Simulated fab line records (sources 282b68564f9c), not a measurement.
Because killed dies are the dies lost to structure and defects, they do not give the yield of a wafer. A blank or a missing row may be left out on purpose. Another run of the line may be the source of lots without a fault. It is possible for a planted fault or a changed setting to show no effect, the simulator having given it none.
A struck lot beside a sound one + flow ritCmos + 15 steps out of a route of 202
Sound: wafers L239.1, L239.5, L239.6. The struck wafers were L247.1, L247.5, L247.6. At the end, the cause is stated.
At each step with rows: each side's tool, then ch and its chambers, then its first start. Under that, the readings that differ: sound wafers + struck wafers + difference of the means + sigmas: that difference in standard deviations of wafers without a fault.
alike: same words and numbers on both sides, and readings whose means sit less than 2 such deviations apart. not compared: any withheld reading, any reading some wafer has no value for, any bound like >300 that may hide the same value, and any number with overlapping values for which the record gives no deviation.
Wherever a step has rows on one side only, a row that says differs or no value, or a row with sigmas, the two part there. Non-overlapping numbers with no deviation appear without sigmas and do not part them. Lack of a reading on every wafer of one side parts them only where that side has two or more wafers.

first, 1 step without rows for these wafers: RIT_CONTACT_CLEAN_14 (cleans in SC2, time 600 s).
RIT_M1_SPUTTER_00: material Al, target thk 400 nm, time 500 s.
  sound: pvdSputter-03 at day 3 16:09; struck: pvdSputter-03 at day 5 06:34
  alike: throttleValvePct
RIT_M1_RS_MEAS_01: uses a four-point probe to measure.
  sound: filmMetro-02 at day 3 16:26; struck: filmMetro-01 at day 5 06:52
  alike: M1_AL_RS
RIT_M1_THK_MEAS_02: measures by xrf.
  sound: filmMetro-02 at day 3 16:34; struck: filmMetro-01 at day 5 06:59
  alike: M1_AL_THK
then, 6 steps without rows for these wafers: RIT_M1_HMDS_03 (prime time 60 s); RIT_M1_COAT_04 (resist thk 1300 nm); RIT_M1_SOFTBAKE_05 (time 60 s); RIT_M1_EXPOSE_06 (exposes mask M12, target cd 2600 nm); RIT_M1_PEB_07; RIT_M1_DEVELOP_08 (develop time 68 s).
RIT_M1_CD_MEAS_09: the cd target is 2600 nm.
  sound: cdSem-02 at day 3 17:30; struck: cdSem-01 at day 5 08:02
  alike: cdNm
RIT_M1_OVL_MEAS_10:
  sound: overlay-02 at day 3 17:37; struck: overlay-02 at day 5 08:10
  alike: M1_OVL
RIT_M1_HARDBAKE_11: time 120 s.
  sound on lithoTrack-01 ch 0, day 3 17:40; struck on lithoTrack-01 ch 0, day 5 08:12
| reading               | sound                | struck               | difference | sigmas |
|-----------------------|----------------------|----------------------|------------|--------|
| heaterPowerTotalW (W) | 52.07 52.01 52.02    | 50.71 50.64 50.71    | -1.35      | -21    |
| plateTempC (C)        | 139.97 140.14 140.16 | 137.02 137.08 137.10 | -3.02      | -23    |
  alike: chillPlateTempC
RIT_M1_METAL_ETCH_12: etches Al in Cl2/BCl3, stops on SiO2, time 165 s, target depth 600 nm.
  sound on rieMetal-01 ch 0,1, day 3 17:55; struck on rieMetal-03 ch 0,1, day 5 08:27
  alike: drypumpMotorCurrentA, oesProductAu, throttleValvePct
  not compared: rfHoursCounterH
RIT_M1_PROBE_99:
  sound: prober-01 at day 3 20:28; struck: prober-01 at day 5 10:42
  alike: defectLimitedYield, killedAtContacts, killedAtFrontEnd, killedDies, killedOpen, killedShort, sort_bin_3_pad_short, sort_bin_5_function, sort_bin_6_memory, sortNPass, sortYieldPct

## WHERE THEY PART
RIT_M1_HARDBAKE_11 only, going by this record. Later steps at which nothing parts them and some readings are alike: RIT_M1_METAL_ETCH_12, RIT_M1_PROBE_99.

WHY: what had been put in by the simulator
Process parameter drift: lithoTrack-01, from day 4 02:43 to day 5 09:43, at RIT_M1_HARDBAKE_11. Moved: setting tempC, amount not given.
